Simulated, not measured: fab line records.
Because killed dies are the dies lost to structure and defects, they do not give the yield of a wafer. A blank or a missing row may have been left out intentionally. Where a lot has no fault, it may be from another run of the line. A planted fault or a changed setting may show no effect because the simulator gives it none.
Code-filled problem report in 8D (eight disciplines) form	flow berkeleyCmos170	the parts of the form that need people (team, actions taken, sign-off) are left out

## 1. THE ISSUE
Wafers without a fault read 0.878 a.u., standard deviation 0.013; oesProductAu at UCB170_V2_ETCH_14 reads a mean of 0.793 a.u. on 6 wafers belonging to 2 lots. Measured from the usual mean, that is -6.6 standard deviations.
The step: etches SiO2 in CHF3/CF4/Ar, stops on Al, target depth 1250 nm, time 291 s.
First seen on wafer L954.1, day 10 18:07, on rieDiel-02. The record has a number at this step for 42 wafers belonging to 14 lots. Rule for "out" (also "out of limits"): further than 4 standard deviations from the usual mean. The rest of the wafers with a number are treated as sound.

## 2. WHAT THIS IS AND IS NOT
question	is	is not
which readings at this step	oesProductAu	chamberPressureMTorr, drypumpMotorCurrentA, throttleValvePct
which lots	L954, L957	L939, L940, L941, L943, L944, L946, L947, L953, L955, L956, L959, L960
which wafers of those lots	all that have a number	-
read on which tools	rieDiel-02	rieDiel-03, rieDiel-04
when	from day 10 18:07	up to then (27 sound wafers); but 9 sound wafers of L956, L959, L960 came after

## 3. THE SUSPECTS, EACH WITH WHAT RULES IT OUT
Counting: a tool at a process step up to the reading stays a suspect if it ran every lot that is out and no sound lot after the first of them.
- rieDiel-02 at UCB170_V2_ETCH_14 (etches SiO2 in CHF3/CF4/Ar, stops on Al, target depth 1250 nm, time 291 s): kept. Every lot that is out went through it, starting with L954 (day 10 18:07), and after that it ran no sound lot; the last sound lot it ran before then is L947 (day 9 13:03). Its own oesProductAu readings are out on those wafers.
After counting, what remains is rieDiel-02 at UCB170_V2_ETCH_14.

## 4. THE CAUSE (what the simulator had put in)
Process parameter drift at UCB170_V2_ETCH_14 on rieDiel-02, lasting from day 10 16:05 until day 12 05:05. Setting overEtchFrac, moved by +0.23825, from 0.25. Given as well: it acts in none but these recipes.
After counting, this tool was the only one left.

## 5. SEQUENCE OF EFFECTS, ordered by route
Each row: a reading where the mean over the struck wafers with a number is more than 3 standard deviations away from the usual. Only readings whose record carries a usual standard deviation are examined. hours: median over the lots of the time between each lot's start at the first step of this table that gives one and its start at this step. sigmas: the change, counted in usual standard deviations.
hours	step	reading	usual	on struck wafers	change	sigmas
0	UCB170_V2_ETCH_14	oesProductAu	0.878 a.u.	0.793	-0.085	-6.6
0	UCB170_V2_STRIP_15	stripTimeToEndpointS	15.29 s	14.16	-1.13	-8.1
Process steps it contains:
- UCB170_V2_ETCH_14: etches SiO2 in CHF3/CF4/Ar, stops on Al, target depth 1250 nm, time 291 s.
- UCB170_V2_STRIP_15: strips in O2.

## 6. WHAT WOULD HAVE CAUGHT IT SOONER
In this record no reading fell out of limits until day 10 18:07, 2 hours after the fault had begun at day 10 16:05.
